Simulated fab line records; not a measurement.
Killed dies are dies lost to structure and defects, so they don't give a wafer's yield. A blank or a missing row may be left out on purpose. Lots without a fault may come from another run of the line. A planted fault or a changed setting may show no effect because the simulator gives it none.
What tool caused it? ; flow rit cmos ; Sampling: 14 lots, 42 wafers, 2 of 202 route steps

== WHAT THE GAUGES READ, wafer by wafer ==
The record holds no reading of a measuring or inspecting step that can be judged against a usual standard deviation.

== EACH LOT AND THE TOOL THAT RAN IT (in order: tool; ch and the chambers of the sampled wafers; start) ==
lot;RIT_CONTACT_ETCH_11;RIT_M1_PROBE_99
L366;rie diel-04 ch 1,2,3, day 4 23:08;-
L373;rie diel-04 ch 0,1,2, day 6 01:33;prober-02, day 6 08:34
L374;rie diel-04 ch 0,1,2, day 6 10:50;prober-01, day 6 15:56
L375;rie diel-01 ch 0,2,3, day 6 11:41;-
L378;rie diel-01 ch 1,2,3, day 6 20:30;-
L376;rie diel-04 ch 0,1,3, day 6 20:43;-
L377;rie diel-03 ch 1,2, day 6 22:43;-
L379;rie diel-04 ch 0,1, day 7 01:47;-
L380;rie diel-01 ch 0,1,3, day 7 05:44;prober-01, day 7 10:47
L381;rie diel-04 ch 1,3, day 7 06:16;-
L382;rie diel-01 ch 1,2, day 7 09:55;-
L383;rie diel-01 ch 0,3, day 7 14:26;-
L385;rie diel-01 ch 0,1,2, day 7 19:34;-
L387;rie diel-03 ch 0,1,3, day 8 04:38;-
- RIT_CONTACT_ETCH_11: etches SiO2 in CHF3/CF4/Ar, stops on TiSi2, target depth 480 nm, time 320 s.
- RIT_M1_PROBE_99

== WHAT THE TOOLS THEMSELVES READ (means of the sampled wafers that have a number; where no wafer has one, the mark that the record gives instead) ==
RIT_CONTACT_ETCH_11. Usual: O2_flow_sccm 5.000 sccm, standard deviation 0.014; drypump motor current A 5.9 A, standard deviation 0.53; oes product au 0.991 a.u., standard deviation 0.011; rf fwd power W 199.5 W, standard deviation 0.61; throttle valve pct 8.89 %, standard deviation 0.15.
lot;tool;O2_flow_sccm (sccm);drypump motor current A (A);oes product au (a.u.);rf fwd power W (W);throttle valve pct (%);flag
L366;rie diel-04;5.003;5.6;1.007;199.7;8.79;
L373;rie diel-04;4.993;6.0;0.993;172.8;8.93;OFF
L374;rie diel-04;5.004;6.0;0.990;173.2;8.93;OFF
L375;rie diel-01;5.004;5.9;0.979;198.8;8.90;
L378;rie diel-01;5.010;5.7;0.985;199.5;8.86;
L376;rie diel-04;4.998;6.0;0.993;199.4;8.84;
L377;rie diel-03;4.985;5.4;1.007;199.7;8.99;
L379;rie diel-04;5.017;6.4;0.988;199.8;8.96;
L380;rie diel-01;5.008;6.2;0.983;199.7;8.87;
L381;rie diel-04;4.988;5.9;1.000;199.4;8.81;
L382;rie diel-01;4.994;5.5;0.983;198.3;8.87;
L383;rie diel-01;4.991;6.3;0.985;198.9;8.90;
L385;rie diel-01;4.987;5.7;0.982;199.0;8.91;
L387;rie diel-03;4.996;6.0;0.991;199.4;8.95;

RIT_M1_PROBE_99. Usual: killed at contacts 0.1, standard deviation 0.25; killed at front end 7, standard deviation 3.1; killed dies 7, standard deviation 3.2; killed on rim 1.9, standard deviation 1.5; killed open 3.3, standard deviation 2; killed short 3.5, standard deviation 2.
lot;tool;killed at contacts;killed at front end;killed dies;killed on rim;killed open;killed short;flag
L373;prober-02;85.3;10;96;25.7;4.0;6.3;OFF
L374;prober-01;86.3;5;92;24.3;1.3;4.3;OFF
L380;prober-01;0.0;8;8;3.7;5.0;3.3;

== THE ANSWER, worked out from the rows above alone ==
Rule: a lot counts as off when the mean over its wafers that have a number is more than 3 standard deviations away from the usual mean. A lot without any number at a reading at which 4 lots or more have one is off too. The other lots that the step has rows for count as sound. The gauges are gone through in route order, then the tools' own readings, and for those a lot's mean is taken as printed above. The first step at which some lot is off is used, and at that step the reading that is off furthest; a lot without a number counts as furthest.
Off, at RIT_CONTACT_ETCH_11 on rf fwd power W: L373, L374.
A tool fits if, at that step or a process step before it, it ran every lot that is off, and no sound lot after the first of them. None of those tried fits.

== WHAT HAD BEEN PUT IN BY THE SIMULATOR ==
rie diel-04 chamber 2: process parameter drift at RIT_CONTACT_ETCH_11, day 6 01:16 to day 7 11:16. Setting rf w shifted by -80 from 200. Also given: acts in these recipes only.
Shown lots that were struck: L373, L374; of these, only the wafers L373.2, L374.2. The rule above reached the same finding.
